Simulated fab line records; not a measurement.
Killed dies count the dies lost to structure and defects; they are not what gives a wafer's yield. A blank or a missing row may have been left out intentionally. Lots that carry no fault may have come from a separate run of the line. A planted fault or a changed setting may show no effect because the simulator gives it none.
Problem report, 8D (eight disciplines) form, completed by code -- flow rit_cmos -- the parts of the form that need people (team, actions taken, sign-off) are left out

== 1. THE PROBLEM ==
Mean of killed_on_rim at RIT_M1_PROBE_99: 9.2 across 4 wafers in 3 lots; on wafers with no fault it is 1.8 (standard deviation 1.2). Relative to the usual mean, that is a shift of +6.2 standard deviations.
First observed at day 4 22:44: wafer L310.3, on prober-02. At this step, 12 wafers from 4 lots have a number in the record. Rule for "out", or "out of limits": more than 4 standard deviations from the usual mean. The rest of the wafers with a number are treated as sound.

== 2. WHAT IT IS, AND WHAT IT ISN'T ==
question,is,is not
which readings at this step,killed_on_rim,"killed_at_contacts, killed_open, killed_short"
which lots,"L310, L311, L313",L318
which wafers of those lots,"L310.3, L310.6, L311.1, L313.6","L310.5, L311.2, L311.3, L313.4, L313.5"
read on which tools,"prober-01, prober-02",-
when,from day 4 22:44,"up to then (0 sound wafers); but 8 sound wafers of L310, L311, L313, L318 came after"

== 3. SUSPECTS, AND WHAT RULES EACH OUT ==
Counting: a tool at a process step up to the reading stays a suspect if it ran every lot that is out. Sound lots after the first of them don't rule it out here, since some wafers of a struck lot are sound.
- plasma_asher-04 at RIT_NSD_STRIP_09 (strips in O2, time 180 s): kept. It ran every lot that is out, first L310 (day 4 13:07).
- At RIT_NSD_STRIP_09 on plasma_asher-04, chamber 1 took the sound wafers of the same lots and chamber 0 took the wafers that are out.
The count leaves plasma_asher-04 at RIT_NSD_STRIP_09.

== 4. THE CAUSE (what the simulator had put in) ==
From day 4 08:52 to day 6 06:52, plasma_asher-04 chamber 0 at RIT_NSD_STRIP_09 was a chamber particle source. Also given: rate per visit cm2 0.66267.
This tool alone remained once counting was done.

== 5. SEQUENCE OF EFFECTS, ordered by route ==
Each row: a reading where the mean over the struck wafers with a number is more than 3 standard deviations away from the usual. Readings are gone through only where the record gives a usual standard deviation; hours: the median, over the lots, of the time from a lot's start at the first step in this table giving one to that lot's start at this step; sigmas: the change measured in usual standard deviations.
hours,step,reading,usual,on struck wafers,change,sigmas
0,RIT_M1_PROBE_99,killed_at_front_end,6.7,19.0,+12.3,+4.6
0,RIT_M1_PROBE_99,killed_dies,6.7,19.0,+12.3,+4.6
0,RIT_M1_PROBE_99,killed_on_rim,1.8,9.2,+7.5,+6.2
The process steps in it:
- RIT_M1_PROBE_99

== 6. HOW IT WOULD HAVE BEEN CAUGHT EARLIER ==
14 hours passed between the start of the fault at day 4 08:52 and the first reading out of limits in this record, taken at day 4 22:44.
Of the tool readings at RIT_NSD_STRIP_09 for which the record gives a usual standard deviation, none was out on any struck wafer, so an alarm limit of 4 standard deviations on them would not have fired.
L311, L313, from the lots that are out (3), started RIT_NSD_STRIP_09 on plasma_asher-04 later than day 4 22:44. A hold on the tool at that time would have spared those 2.
